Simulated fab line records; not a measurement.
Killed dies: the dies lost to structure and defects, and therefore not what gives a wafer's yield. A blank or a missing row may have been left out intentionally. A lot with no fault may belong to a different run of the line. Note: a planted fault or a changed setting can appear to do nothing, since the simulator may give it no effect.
fab line records | flow rit_cmos
record lots=5 | wafers=15 | last_day=7
route steps=202 shown GATE@88 REOX@98 M1@202
lots that met no fault: from a run of the same line without faults
start_h: the number of hours between the record's first day and the start of the first shown wafer of the lot | wait_h: how many hours have passed since the lot's step before this one | " as in the row above | L1.1+2: a row that stands for several wafers | - no value, or no start given | * or withheld: withheld | < > ~ a bound
route shown NAME@n: a module of which the file shows steps, and the number in the route of the first | usual: the fault-free wafers' mean and standard deviation | same: alike in all rows | chamber/n: place in a boat | sites: readings site by site | _std_site: standard deviation across them | _edge_site: the outer-site mean with the inner-site mean subtracted | radius_mm: how far each site lies from the wafer's centre | mask NAME#n: copy n | behind: tool/chamber where the wafer was last shaped | hold: why the lot was held/for how many hours/how that ended | device: names the non-switching transistor (n, p or np) | end of line: the same wafers' tests at the end of the route | step lacking rows: just its recipe | killed: not the wafer's yield, but the dies lost to structure and defects at the first sort | map: shows each die of a wafer: x if killed, . if not, _ if none is there
set.NAME: the run value of the setting; set.NAME@STEP: its run value at that earlier step | model.NAME: the simulator's own value behind a step, which no gauge read
lots at selected steps of the route; one table per step, one row per wafer
services: a tool's chamber out of use, with start hour (start_h, from the record's first day; less than 0 if before it), hours out, and reason
## steps
# step RIT_GATE_SOFTBAKE_12
# recipe resist=NOVOLAK | temp_c=90 | time_s=60
# step RIT_GATE_EXPOSE_13
# recipe mask_id=M6 | na=0.6 | source_shape=conventional | sigma_outer=0.6 | target_cd_nm=150 | dose_mj=380
# step RIT_GATE_PEB_14
# recipe resist=NOVOLAK | temp_c=withheld | time_s=withheld
# step RIT_GATE_DEVELOP_15
# recipe resist=NOVOLAK | develop_time_s=50 | dev_temp_c=23
# step RIT_GATE_CD_MEAS_16
# recipe target_cd_nm=150
# usual cd_nm=149.7/2.3
lot.wafer | tool      | chamber | start_h | wait_h | cd_nm
L442.2    | cd_sem-02 | -       | 93.72   | -      | 147.7
L442.5    | "         | -       | "       | "      | 149.8
L442.6    | "         | -       | "       | "      | 150.4
L445.2    | cd_sem-02 | -       | 112.96  | -      | 145.2
L445.3    | "         | -       | "       | "      | 148.4
L445.4    | "         | -       | "       | "      | 148.9
L448.1    | cd_sem-02 | -       | 123.51  | -      | 150.7
L448.2    | "         | -       | "       | "      | 149.3
L448.6    | "         | -       | "       | "      | 152.5
L447.2    | cd_sem-01 | -       | 123.81  | -      | 151.3
L447.3    | "         | -       | "       | "      | 152.0
L447.4    | "         | -       | "       | "      | 152.1
L457.4    | cd_sem-01 | -       | 156.86  | -      | 148.5
L457.5    | "         | -       | "       | "      | 149.9
L457.6    | "         | -       | "       | "      | 152.5
# step RIT_GATE_OVL_MEAS_17
# usual GATE_OVL=-0.9/1.4
lot.wafer | tool       | chamber | start_h | wait_h | GATE_OVL[nm]
L442.2    | overlay-02 | -       | 93.82   | 0.1    | -0.7
L442.5    | "          | -       | "       | "      | -1.0
L442.6    | "          | -       | "       | "      | -1.0
L445.2    | overlay-01 | -       | 113.06  | 0.1    | -0.5
L445.3    | "          | -       | "       | "      | 0.5
L445.4    | "          | -       | "       | "      | -1.1
L448.1    | overlay-02 | -       | 123.63  | 0.1    | -1.1
L448.2    | "          | -       | "       | "      | -2.4
L448.6    | "          | -       | "       | "      | -0.1
L447.2    | overlay-01 | -       | 123.92  | 0.1    | -1.8
L447.3    | "          | -       | "       | "      | 0.1
L447.4    | "          | -       | "       | "      | -0.8
L457.4    | overlay-02 | -       | 156.94  | 0.1    | -2.1
L457.5    | "          | -       | "       | "      | -2.2
L457.6    | "          | -       | "       | "      | -0.9
# step RIT_GATE_HARDBAKE_18
# recipe resist=NOVOLAK | temp_c=140 | time_s=60
# step RIT_GATE_ETCH_19
# recipe chemistry=SF6/CHF3/O2 | time_s=165 | SF6_flow_sccm=30 | CHF3_flow_sccm=30 | O2_flow_sccm=5 | target=poly-Si | pressure_mtorr=40 | rf_w=160 | target_depth_a=3125 | over_etch_frac=0.25 | stop_on=SiO2
# usual drypump_motor_current_A=5.9/0.56 | oes_product_au=0.854/0.012 | throttle_valve_pct=10.27/0.079
lot.wafer | tool      | chamber | start_h | wait_h | drypump_motor_current_A | oes_product_au | rf_hours_counter_h | throttle_valve_pct
L442.2    | rie_si-02 | 3       | 94.00   | 0.1    | 5.7                     | 0.871          | 3                  | 10.22
L442.5    | "         | 0       | "       | "      | 6.2                     | 0.838          | -                  | 10.27
L442.6    | "         | 1       | "       | "      | 6.5                     | 0.852          | -                  | 10.39
L445.2    | rie_si-01 | 1       | 113.35  | 0.1    | 5.4                     | 0.854          | 2                  | 10.22
L445.3    | "         | 2       | "       | "      | 6.5                     | 0.866          | 84                 | 10.31
L445.4    | "         | 0       | "       | "      | 6.0                     | 0.866          | -                  | 10.26
L448.1    | rie_si-01 | 3       | 123.94  | 0.1    | 4.8                     | 0.836          | 0                  | 10.16
L448.2    | "         | 1       | "       | "      | 5.4                     | 0.853          | 2                  | 10.26
L448.6    | "         | 3       | "       | "      | 4.7                     | 0.830          | -                  | 10.14
L447.2    | rie_si-02 | 0       | 124.40  | 0.1    | 6.2                     | 0.836          | 0                  | 10.25
L447.3    | "         | 1       | "       | "      | 6.5                     | 0.857          | 121                | 10.41
L447.4    | "         | 2       | "       | "      | 6.1                     | 0.864          | 89                 | 10.36
L457.4    | rie_si-02 | 2       | 157.11  | 0.1    | 6.1                     | 0.865          | 89                 | 10.37
L457.5    | "         | 1       | "       | "      | 6.5                     | 0.857          | -                  | 10.40
L457.6    | "         | 2       | "       | "      | 6.0                     | 0.860          | -                  | 10.36
# step RIT_GATE_STRIP_20
# recipe chemistry=O2 | time_s=180 | resist=NOVOLAK | platen_temp_c=withheld | power_w=500 | pressure_mtorr=4000 | o2_flow_sccm=4000
# usual drypump_motor_current_A=5.55/0.28
lot.wafer | tool            | chamber | start_h | wait_h | drypump_motor_current_A | rf_hours_counter_h
L442.2    | plasma_asher-01 | 0       | 94.11   | 0.1    | 5.96                    | 30
L442.5    | "               | 0       | "       | "      | 5.94                    | -
L442.6    | "               | 1       | "       | "      | 5.02                    | -
L445.2    | plasma_asher-03 | 0       | 113.46  | 0.1    | 5.65                    | 40
L445.3    | "               | 0       | "       | "      | 5.63                    | -
L445.4    | "               | 1       | "       | "      | 5.55                    | -
L448.1    | plasma_asher-03 | 0       | 124.05  | 0.1    | 5.67                    | 41
L448.2    | "               | 1       | "       | "      | 5.54                    | 41
L448.6    | "               | 0       | "       | "      | 5.66                    | -
L447.2    | plasma_asher-04 | 0       | 124.51  | 0.1    | 5.35                    | 48
L447.3    | "               | 1       | "       | "      | 5.69                    | -
L447.4    | "               | 0       | "       | "      | 5.32                    | -
L457.4    | plasma_asher-04 | 0       | 157.28  | 0.1    | 5.39                    | -
L457.5    | "               | 0       | "       | "      | 5.38                    | -
L457.6    | "               | 1       | "       | "      | 5.70                    | -
# step RIT_GATE_CD_MEAS_90
# recipe target_cd_nm=150
# usual cd_nm=149.7/2.3
lot.wafer | tool      | chamber | start_h | wait_h | cd_nm
L442.2    | cd_sem-01 | -       | 94.31   | 0.1    | 148.0
L442.5    | "         | -       | "       | "      | 149.4
L442.6    | "         | -       | "       | "      | 151.0
L445.2    | cd_sem-02 | -       | 113.66  | 0.1    | 145.8
L445.3    | "         | -       | "       | "      | 148.6
L445.4    | "         | -       | "       | "      | 148.6
L448.1    | cd_sem-01 | -       | 124.23  | 0.1    | 150.8
L448.2    | "         | -       | "       | "      | 149.3
L448.6    | "         | -       | "       | "      | 152.5
L447.2    | cd_sem-02 | -       | 124.70  | 0.1    | 151.1
L447.3    | "         | -       | "       | "      | 152.1
L447.4    | "         | -       | "       | "      | 152.4
L457.4    | cd_sem-01 | -       | 157.45  | 0.1    | 149.4
L457.5    | "         | -       | "       | "      | 149.7
L457.6    | "         | -       | "       | "      | 152.5
# step RIT_REOX_CLEAN_00
# recipe chemistry=SC1 | mix=3:3:50 | time_s=600 | temp_c=75
# step RIT_REOX_CLEAN_01
# recipe chemistry=dHF | dilution=50:1 | time_s=30
# step RIT_REOX_CLEAN_02
# recipe chemistry=SC2 | mix=3:3:50 | time_s=600 | temp_c=75 | dry=n2_spin
# usual run_length_s=629/4.1
lot.wafer | tool         | chamber | start_h | wait_h | run_length_s
L442.2    | wet_bench-01 | 0       | 94.60   | 0.0    | 626
L442.5    | "            | 0       | "       | "      | 626
L442.6    | "            | 0       | "       | "      | 626
L445.2    | wet_bench-04 | 0       | 113.97  | 0.0    | 635
L445.3    | "            | 0       | "       | "      | 635
L445.4    | "            | 0       | "       | "      | 635
L448.1    | wet_bench-01 | 1       | 124.56  | 0.0    | 626
L448.2    | "            | 1       | "       | "      | 626
L448.6    | "            | 1       | "       | "      | 626
L447.2    | wet_bench-04 | 3       | 125.22  | 0.0    | 521
L447.3    | "            | 3       | "       | "      | 521
L447.4    | "            | 3       | "       | "      | 521
L457.4    | wet_bench-02 | 0       | 157.70  | 0.0    | 624
L457.5    | "            | 0       | "       | "      | 624
L457.6    | "            | 0       | "       | "      | 624
# step RIT_REOX_OXIDATION_03
# recipe temp_c=900 | ambient=O2 | target_thk_a=252 | ox_time_s=5580
# step RIT_M1_PROBE_99
# usual killed_at_contacts=0.1/0.25 | killed_at_front_end=7/3.1 | killed_dies=7/3.2 | killed_open=3.3/2 | killed_short=3.5/2
# same gross_dies=264 | killed_at_M0_to_M3=0 | killed_at_M4_up=0 | killed_at_back_side=0 | killed_at_other=0
lot.wafer | tool      | chamber | start_h | wait_h | killed_at_contacts | killed_at_front_end | killed_dies | killed_open | killed_short
L442.2    | prober-01 | -       | 128.31  | 0.1    | 0                  | 12                  | 12          | 8           | 4
L442.5    | prober-01 | -       | 128.46  | 0.2    | 0                  | 5                   | 5           | 2           | 3
L442.6    | prober-01 | -       | 128.51  | 0.2    | 0                  | 5                   | 5           | 3           | 2
L445.2    | prober-02 | -       | 137.49  | 0.1    | 0                  | 1                   | 1           | 1           | 0
L445.3    | prober-02 | -       | 137.54  | 0.2    | 0                  | 6                   | 6           | 4           | 2
L445.4    | prober-02 | -       | 137.59  | 0.2    | 0                  | 10                  | 10          | 4           | 6
L448.1    | prober-02 | -       | 147.17  | 0.1    | 0                  | 4                   | 4           | 3           | 1
L448.2    | prober-02 | -       | 147.22  | 0.1    | 0                  | 4                   | 4           | 1           | 3
L448.6    | prober-02 | -       | 147.42  | 0.2    | 0                  | 6                   | 6           | 3           | 3
L447.2    | prober-01 | -       | 148.72  | 0.1    | 0                  | 11                  | 11          | 5           | 6
L447.3    | prober-01 | -       | 148.77  | 0.2    | 0                  | 10                  | 10          | 6           | 4
L447.4    | prober-01 | -       | 148.82  | 0.2    | 0                  | 14                  | 14          | 9           | 5
L457.4    | prober-02 | -       | 177.66  | 0.2    | 0                  | 15                  | 15          | 7           | 8
L457.5    | prober-02 | -       | 177.71  | 0.2    | 0                  | 16                  | 16          | 7           | 9
L457.6    | prober-02 | -       | 177.76  | 0.2    | 1                  | 8                   | 9           | 6           | 3
# killed by level:class
L442.2 SILICIDE:geometric_particle:open=4 FOX1:geometric_particle:open=2 SPACER:geometric_particle:short=2 FOX2:geometric_particle:short=1 REOX:geometric_particle:open=1 SPACER:geometric_particle:open=1 SILICIDE:geometric_particle:short=1
L442.5 FOX1:geometric_particle:short=1 FOX1:geometric_particle:open=1 FOX2:geometric_particle:short=1 SPACER:geometric_particle:short=1 SILICIDE:geometric_particle:open=1
L442.6 FOX1:geometric_particle:short=1 FOX2:geometric_particle:open=1 REOX:geometric_particle:open=1 SPACER:geometric_particle:short=1 SILICIDE:geometric_particle:open=1
L445.2 GATE:geometric_particle:open=1
L445.3 SILICIDE:geometric_particle:open=3 FOX1:geometric_particle:open=1 FOX2:geometric_particle:short=1 GATE:geometric_particle:short=1
L445.4 GATE:geometric_particle:short=5 GATE:geometric_particle:open=2 FOX2:geometric_particle:short=1 SPACER:geometric_particle:open=1 SILICIDE:geometric_particle:open=1
L448.1 GATE:geometric_particle:short=1 GATE:geometric_particle:open=1 REOX:geometric_particle:open=1 SILICIDE:geometric_particle:open=1
L448.2 FOX1:geometric_particle:short=2 FOX2:geometric_particle:open=1 GATE:geometric_particle:short=1
L448.6 FOX1:geometric_particle:open=1 GATE:geometric_particle:short=1 REOX:geometric_particle:short=1 REOX:geometric_particle:open=1 SPACER:geometric_particle:open=1 SPACER:geometric_particle:short=1
L447.2 GATE:geometric_particle:short=4 GATE:geometric_particle:open=3 FOX1:geometric_particle:open=1 FOX2:geometric_particle:short=1 REOX:geometric_particle:short=1 REOX:geometric_particle:open=1
L447.3 GATE:geometric_particle:short=4 GATE:geometric_particle:open=3 FOX1:geometric_particle:open=2 REOX:geometric_particle:open=1
L447.4 FOX1:geometric_particle:open=4 FOX1:geometric_particle:short=2 FOX2:geometric_particle:open=2 GATE:geometric_particle:open=2 FOX2:geometric_particle:short=1 GATE:geometric_particle:short=1 SILICIDE:geometric_particle:short=1 SILICIDE:geometric_particle:open=1
L457.4 GATE:geometric_particle:open=4 FOX2:geometric_particle:short=2 GATE:geometric_particle:short=2 SPACER:geometric_particle:open=2 SPACER:geometric_particle:short=2 FOX1:geometric_particle:short=1 REOX:geometric_particle:short=1 REOX:geometric_particle:open=1
L457.5 GATE:geometric_particle:short=4 FOX2:geometric_particle:open=2 GATE:geometric_particle:open=2 REOX:geometric_particle:open=2 REOX:geometric_particle:short=2 SPACER:geometric_particle:short=2 FOX1:geometric_particle:open=1 FOX2:geometric_particle:short=1
L457.6 GATE:geometric_particle:open=2 SPACER:geometric_particle:open=2 FOX1:geometric_particle:open=1 GATE:geometric_particle:short=1 SPACER:geometric_particle:short=1 SILICIDE:geometric_particle:open=1 CONTACT:geometric_particle:short=1
## services
tool            | chamber | start_h | hours | kind
rie_si-01       | 3       | 94.16   | -     | clean
rie_si-01       | 3       | 94.16   | 21.3  | scheduled_down
rie_si-01       | 3       | 94.16   | 21.3  | vent_cycle
rie_si-02       | 0       | 101.30  | -     | clean
rie_si-02       | 0       | 101.30  | 15.9  | scheduled_down
rie_si-02       | 0       | 101.30  | 15.9  | vent_cycle
plasma_asher-01 | -       | 112.30  | 2.8   | pm
rie_si-02       | -       | 114.16  | 4.1   | repair
plasma_asher-03 | -       | 130.17  | 3.4   | repair
## key
first_sign step=RIT_REOX_CLEAN_02 | reading=run_length_s | direction=down | sigmas=27 | usual=* | struck=*
effect none on later readings
met_at RIT_REOX_CLEAN_02
struck_wafers L447.2,L447.3,L447.4
tester_left_out L447
fault kind=process_parameter_drift | tool=wet_bench-04 | chamber=3 | onset_h=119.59 | steps=RIT_REOX_CLEAN_02 | channel=time_s | offset=* | shape=step | end_h=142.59 | acts_in=* | stated=*
# tester_left_out: of these lots the tester's yield and bins aren't shown, on N5 and GAA mostly nor the transistor test; their killed dies are dies lost to structure and defects alone, not to doping, threshold or leakage, so they don't give the yield
